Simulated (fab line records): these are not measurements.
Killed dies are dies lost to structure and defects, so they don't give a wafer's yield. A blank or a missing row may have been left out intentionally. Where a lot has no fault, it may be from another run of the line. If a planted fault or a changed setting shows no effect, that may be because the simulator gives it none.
Check for tools in common | flow berkeleyCmos170 | 42 wafers sampled across 14 lots

== WHAT PROMPTED THE OPENING ==
2 of 14 lots carry a flag on the reading NWELL_TW at UCB170_NWELL_TW_MEAS_16. No-fault wafers: 1258, standard deviation 6.5.
Rule: flag the lot when none of its wafers has a number, or when each of its wafers that has one lies beyond 4 standard deviations from that mean. The other lots count as sound.

lot  | measured    | on           | NWELL_TW, wafer by wafer | flag
L467 | day 2 17:02 | filmMetro-02 | 1265 1258 1270           | 
L468 | day 2 17:16 | filmMetro-04 | 1259 1261 1248           | 
L470 | day 3 02:22 | filmMetro-02 | 1259 1259 1258           | 
L471 | day 3 11:59 | filmMetro-04 | 1248 1254 1252           | 
L472 | day 3 12:23 | filmMetro-02 | 1257 1265 1258           | 
L473 | day 3 20:58 | filmMetro-02 | 1260 1257 1259           | 
L474 | day 4 04:19 | filmMetro-03 | 1247 1244 1253           | 
L477 | day 4 11:47 | filmMetro-04 | 1453 1444 1456           | FLAGGED
L479 | day 5 02:15 | filmMetro-03 | 1455 1456 1458           | FLAGGED
L482 | day 5 19:46 | filmMetro-04 | 1250 1253 1254           | 
L484 | day 6 04:21 | filmMetro-03 | 1260 1258 1260           | 
L486 | day 6 04:55 | filmMetro-02 | 1259 1257 1263           | 
L487 | day 6 20:07 | filmMetro-02 | 1262 1264 1261           | 
L489 | day 7 05:07 | filmMetro-02 | 1259 1252 1258           | 
On average the flagged lots' numbers are 1454, which is +196 against the usual, or +30 standard deviations.

== WHICH TOOL RAN EACH LOT ==
The record keeps 1 process step preceding the reading, out of 331 steps on the route. Each cell gives the tool, then ch followed by the chambers the sampled wafers passed through, then the start.
lot  | flag    | UCB170_NWELL_IMPLANT_14
L467 |         | implanter-02 ch 0, day 2 16:48
L468 |         | implanter-04 ch 0, day 2 17:01
L470 |         | implanter-01 ch 0, day 3 02:07
L471 |         | implanter-02 ch 0, day 3 11:44
L472 |         | implanter-01 ch 0, day 3 12:09
L473 |         | implanter-04 ch 0, day 3 20:44
L474 |         | implanter-02 ch 0, day 4 04:04
L477 | FLAGGED | implanter-02 ch 0, day 4 11:34
L479 | FLAGGED | implanter-02 ch 0, day 5 02:00
L482 |         | implanter-01 ch 0, day 5 19:32
L484 |         | implanter-04 ch 0, day 6 04:08
L486 |         | implanter-01 ch 0, day 6 04:41
L487 |         | implanter-01 ch 0, day 6 19:53
L489 |         | implanter-01 ch 0, day 7 04:55
What is done by these steps:
- UCB170_NWELL_IMPLANT_14
- UCB170_NWELL_TW_MEAS_16

== FLAGGED AGAINST TOTAL, ONE TOOL AT A TIME (gauges that did the reading follow at the end) ==
step                    | tool         | lots run | flagged | share of the flagged lots | sound lots run after its first flagged lot
UCB170_NWELL_IMPLANT_14 | implanter-01 | 6        | 0       | none                      | -
UCB170_NWELL_IMPLANT_14 | implanter-02 | 5        | 2       | all                       | 0
UCB170_NWELL_IMPLANT_14 | implanter-04 | 3        | 0       | none                      | -
UCB170_NWELL_TW_MEAS_16 | filmMetro-02 | 7        | 0       | none                      | -
UCB170_NWELL_TW_MEAS_16 | filmMetro-03 | 3        | 1       | some                      | 1 (L484)
UCB170_NWELL_TW_MEAS_16 | filmMetro-04 | 4        | 1       | some                      | 1 (L482)

== THE TABLE: WHAT IT ALLOWS ==
Rows of the table that ran each flagged lot: 1, that is implanter-02 at UCB170_NWELL_IMPLANT_14.
- implanter-02 at UCB170_NWELL_IMPLANT_14 ran 5 lots, 2 of them flagged. A fault beginning between L474 (day 4 04:04), its last sound lot, and L477 (day 4 11:34), its first flagged one, fits the data. Its own readings (doseIonsCm2, faradayCurrentUA) fall more than 4 standard deviations out on all wafers of the flagged lots.
What remains is a single tool, implanter-02 at UCB170_NWELL_IMPLANT_14.

== WHAT THE SIMULATOR PUT IN ==
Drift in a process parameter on implanter-02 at UCB170_NWELL_IMPLANT_14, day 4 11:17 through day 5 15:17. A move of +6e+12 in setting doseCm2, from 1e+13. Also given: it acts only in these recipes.
Lots struck among those shown: L477, L479. This agrees with what the rule above found.
